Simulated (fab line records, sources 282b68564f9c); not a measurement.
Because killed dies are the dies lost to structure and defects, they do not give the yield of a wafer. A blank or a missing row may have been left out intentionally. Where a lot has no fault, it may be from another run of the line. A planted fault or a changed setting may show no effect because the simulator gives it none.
8D (eight disciplines) problem report, filled in by code | flow ritCmos | the parts of the form that need people (team, actions taken, sign-off) are left out

## 1. WHAT WENT WRONG
Mean PLDD_TW at RIT_PLDD_TW_MEAS_10: 2707 over 6 wafers in 2 lots; fault-free wafers: 2365, standard deviation 26. That is +13 standard deviations from the usual mean.
Seen first at day 6 18:15 on filmMetro-04, wafer L157.1. Wafers with a number at this step in the record: 42, from 14 lots. By rule, "out" or "out of limits" means more than 4 standard deviations away from the usual mean. The other wafers with a number count as sound.

## 2. WHAT IT IS; WHAT IT IS NOT
question                    | is                     | is not
which readings at this step | PLDD_TW                | -
which lots                  | L157, L158             | L139, L140, L142, L143, L145, L147, L148, L149, L152, L156, L161, L162
which wafers of those lots  | all that have a number | -
read on which gauges        | filmMetro-04           | filmMetro-01, filmMetro-03
when                        | from day 6 18:15       | up to then (30 sound wafers); but 6 sound wafers of L161, L162 came after

## 3. SUSPECTS, AND WHAT RULES EACH OUT
Counting: a tool at any process step up to the reading remains a suspect when it ran all the lots that are out and ran no sound lot after the first of those.
- the gauge at RIT_PLDD_TW_MEAS_10 is ruled out. All the wafers that are out were read on filmMetro-04, but those of them that RIT_PLDD_IMPLANT_08 has rows for are out there too, on other tools.
- implanter-02 at RIT_PLDD_IMPLANT_08: kept. Every lot that is out went through it, starting with L157 (day 6 17:56), and after that it ran no sound lot; the last sound lot it ran before then is L156 (day 6 13:36). Out on those wafers are its own readings of doseIonsCm2, faradayCurrentUA.
After counting, what remains is implanter-02 at RIT_PLDD_IMPLANT_08.

## 4. THE CAUSE (what the simulator had put in)
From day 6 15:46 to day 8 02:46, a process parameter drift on implanter-02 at RIT_PLDD_IMPLANT_08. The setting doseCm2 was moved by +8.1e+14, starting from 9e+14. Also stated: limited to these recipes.
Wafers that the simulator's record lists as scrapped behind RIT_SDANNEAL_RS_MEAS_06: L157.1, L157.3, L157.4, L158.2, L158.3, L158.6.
Only this tool survived the counting.

## 5. SEQUENCE OF EFFECTS, ordered by route
One row per reading whose mean, taken over the struck wafers that have a number, lies over 3 standard deviations from the usual. Only readings for which the record gives a usual standard deviation are gone through. hours: the time from each lot's start at the first step in this table that gives one to its start at this step, as a median over the lots. sigmas: the change in usual standard deviations.
hours | step                    | reading                | usual        | on struck wafers | change     | sigmas
0     | RIT_PLDD_IMPLANT_08     | doseIonsCm2            | 9.001e+14    | 1.710e+15        | +8.094e+14 | +99 or more
0     | RIT_PLDD_IMPLANT_08     | endStationPressureTorr | 7.3e-06 Torr | 9.1e-06          | +1.8e-06   | +4.4
0     | RIT_PLDD_IMPLANT_08     | faradayCurrentUA       | 2822         | 5318             | +2496      | +52
0     | RIT_PLDD_TW_MEAS_10     | PLDD_TW                | 2365         | 2707             | +342       | +13
11    | RIT_SDANNEAL_RS_MEAS_06 | PLDD_RS                | 178.5 ohm/sq | 153.0            | -25.5      | -52
Its process steps:
- RIT_PLDD_IMPLANT_08

## 6. WHAT WOULD HAVE CAUGHT IT SOONER
In this record the first reading out of limits at a measuring or inspecting step was taken at day 6 18:15, 2 hours after the fault began at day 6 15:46.
At RIT_PLDD_IMPLANT_08, the tool's own readings (doseIonsCm2, faradayCurrentUA) were out on each struck wafer the step has a row for, so an alarm limit on them would have fired on the first such wafer.
Among the 2 lots that are out, L158 began RIT_PLDD_IMPLANT_08 on implanter-02 after day 6 18:15. A tool hold placed at that time would have kept it from harm.
